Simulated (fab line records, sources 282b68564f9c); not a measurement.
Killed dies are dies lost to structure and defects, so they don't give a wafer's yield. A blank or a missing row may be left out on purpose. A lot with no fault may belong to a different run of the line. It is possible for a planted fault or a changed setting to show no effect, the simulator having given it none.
A struck lot beside a sound one / flow rit cmos / 18 out of 202 route steps
Sound: the wafers L130.1, L130.4, L130.6. Struck: wafer L126.5. (L126.1, L126.6 of the same lot were not struck and are left out.) The cause comes at the end.
For every step that has rows: the tool of each side, followed by ch and its chambers, followed by its first start. Under that, the readings that differ: sound wafers / struck wafers / difference of the means / sigmas: that difference in standard deviations of wafers without a fault.
alike: readings whose means differ by less than 2 such deviations, and words and numbers that are the same on both sides. not compared: withheld readings, readings that some wafer has no value for, bounds like >300 that may hide the same value, and numbers for which the record gives no deviation and whose values overlap.
Wherever a step has rows on one side only, a row that says differs or no value, or a row with sigmas, the two part there. Numbers that don't overlap but have no deviation are shown without sigmas and don't part them. A reading that every wafer of one side lacks parts them only if that side has two wafers or more.

RIT_M1_SPUTTER_00: material Al, target thk 400 nm, time 500 s.
  sound: pvd sputter-02 at day 6 08:21; struck: pvd sputter-02 at day 5 14:51
reading=throttle valve pct (%); sound=30.8 30.6 31.0; struck=28.6; difference=-2.2; sigmas=-2
RIT_M1_RS_MEAS_01: measures by four-point-probe.
  sound: film metro-02 at day 6 08:39; struck: film metro-01 at day 5 15:08
  alike: M1_AL_RS
RIT_M1_THK_MEAS_02: measures by xrf.
  sound: film metro-02 at day 6 08:46; struck: film metro-01 at day 5 15:16
  alike: M1_AL_THK
then, 6 steps without rows for these wafers: RIT_M1_HMDS_03 (prime time 60 s); RIT_M1_COAT_04 (resist thk 1300 nm); RIT_M1_SOFTBAKE_05 (time 60 s); RIT_M1_EXPOSE_06 (exposes mask M12, target cd 2600 nm); RIT_M1_PEB_07; RIT_M1_DEVELOP_08 (develop time 68 s).
RIT_M1_CD_MEAS_09: the cd target is 2600 nm.
  sound: cd sem-01 at day 6 09:50; struck: cd sem-02 at day 5 16:22
  alike: cd nm
RIT_M1_OVL_MEAS_10:
  sound: overlay-02 at day 6 09:57; struck: overlay-02 at day 5 16:29
  alike: M1_OVL
then, 1 step without rows for these wafers: RIT_M1_HARDBAKE_11 (time 120 s).
RIT_M1_METAL_ETCH_12: etches Al in Cl2/BCl3, stops on SiO2, time 165 s, target depth 600 nm.
  sound on rie metal-01 ch 0,1, day 6 10:14; struck on rie metal-02 ch 1, day 5 16:53
reading=oes product au (a.u.); sound=0.775 0.762 0.772; struck=0.614; difference=-0.156; sigmas=-16
reading=over etch frac; sound=0.5 0.5 0.5; struck=1.25; difference=+0.75; sigmas=
reading=model.NOVOLAK_of_M1_COAT_04.thk nm (nm); sound=803.7 811.9 818.2; struck=634.4; difference=-176.9; sigmas=
reading=model.M1.feature depth nm (nm); sound=430.8 420.7 424.6; struck=446.3; difference=+20.9; sigmas=
reading=model.SiO2_of_CONTACT_CVD_00.thk nm (nm); sound=355.8 357.8 362; struck=345; difference=-14; sigmas=
  alike: drypump motor current A, throttle valve pct
  not compared: rf hours counter h
then, 1 step without rows for these wafers: RIT_M1_STRIP_13 (strips in nmp, time 600 s).
RIT_M1_STRIP_14: strips in O2, time 180 s.
  sound on plasma asher-03 ch 0,1, day 6 10:34; struck on plasma asher-03 ch 0, day 5 17:17
  alike: drypump motor current A
  not compared: rf hours counter h
RIT_M1_CD_MEAS_90: the cd target is 2600 nm.
  sound: cd sem-01 at day 6 10:45; struck: cd sem-02 at day 5 17:28
reading=cd nm (nm); sound=2598.8 2597.6 2598.7; struck=2587.5; difference=-10.9; sigmas=-4
then, 1 step without rows for these wafers: RIT_M1_ANNEAL_15 (time 1800 s).
RIT_M1_PROBE_99:
  sound: prober-02 at day 6 12:29; struck: prober-02 at day 5 20:01
reading=model.etest.antenna m1.vt shift v (V); sound=-0.008192 -0.01084 -0.005784; struck=-0.0235; difference=-0.0152; sigmas=
  alike: defect limited yield, killed at contacts, killed at front end, killed dies, killed open, killed short

== WHERE THEY PART ==
Last at RIT_M1_CD_MEAS_90 as far as this record goes, first at RIT_M1_SPUTTER_00. Later steps at which nothing parts them and some readings are alike: RIT_M1_PROBE_99.

WHY: what the simulator had put in
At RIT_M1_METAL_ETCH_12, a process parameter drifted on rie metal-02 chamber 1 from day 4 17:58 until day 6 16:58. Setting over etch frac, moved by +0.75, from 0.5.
